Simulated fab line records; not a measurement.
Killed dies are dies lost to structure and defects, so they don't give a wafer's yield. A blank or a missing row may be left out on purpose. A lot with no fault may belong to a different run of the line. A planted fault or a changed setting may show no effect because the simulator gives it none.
One fault seen from 2 desks ; flow rit_cmos ; only its own numbers are on each desk; what lay behind them is given at the end

## TOOL OWNER'S DESK, litho_track-04
The tool's own readings at RIT_M1_COAT_04 (resist thk 1300 nm): means of the sampled wafers that have a number, for each lot that ran on this tool. A lot is out of limits, marked OUT, if its mean lies more than 4 standard deviations from the usual mean; the brackets give that distance.
Columns: A = spin_speed_rpm at RIT_M1_COAT_04, usual 1999.8 rpm
lot;first seen here;A
L951;day 3 20:38;2000.0
L954;day 4 10:16;2096.5 (+74) OUT
L961;day 5 20:31;2096.5 (+74) OUT
This desk finds L954, L961 out of limits, L954 being first, at day 4 10:16 (spin_speed_rpm at RIT_M1_COAT_04). L951 stayed within limits.

## FROM THE METROLOGY DESK
What the gauges read, lot by lot, whatever tool the lot ran on: means of the sampled wafers that have a number. A lot is out of limits, marked OUT, if its mean lies more than 4 standard deviations from the usual mean; the brackets give that distance.
Columns: A = cd_nm at RIT_CONTACT_CD_MEAS_08, usual 1000.1 nm; B = CONTACT_OVL at RIT_CONTACT_OVL_MEAS_09, usual -0.1 nm; C = cd_nm at RIT_CONTACT_CD_MEAS_90, usual 1000.2 nm; D = M1_AL_RS at RIT_M1_RS_MEAS_01, usual 0.0734 ohm/sq; E = M1_AL_THK at RIT_M1_THK_MEAS_02, usual 396 nm; F = cd_nm at RIT_M1_CD_MEAS_09, usual 2599.3 nm; G = M1_OVL at RIT_M1_OVL_MEAS_10, usual 0.7 nm
lot;first seen here;A;B;C;D;E;F;G
L951;day 3 18:52;1001.7;-2.4;1002.3;0.0732;395;2598.0;0.1
L952;day 3 20:18;1001.0;-1.2;1000.7;0.0723;403;2601.0;-1.0
L954;day 4 08:18;999.8;1.9;999.8;0.0735;394;2595.1;0.3
L961;day 5 18:41;996.7;-1.4;996.8;0.0723;400;2595.8;0.6
L964;day 6 07:25;995.6;-0.2;996.0;0.0729;398;2600.2;1.5
L965;day 6 11:20;1002.2;1.1;1002.1;0.0732;395;2596.0;-0.1
Result from this desk: across the 6 lots, nothing is out of limits.

## ALL TOGETHER
An alarm could have come from the tool owner's desk at day 4 10:16, on L954, L961.
At the metrology desk, nothing out of limits was observed.
The metrology desk has L954, L961 on record, within its limits.
All the named lots went through RIT_M1_COAT_04 on litho_track-04.

## WHAT HAD BEEN PUT IN BY THE SIMULATOR
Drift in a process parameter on litho_track-04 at RIT_M1_COAT_04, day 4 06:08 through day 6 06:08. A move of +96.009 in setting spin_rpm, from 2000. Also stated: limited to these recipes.
Struck lots among those shown: L954, L961.
Delay in hours, fault start to first out-of-limits reading, by desk: the tool owner's desk at 4.
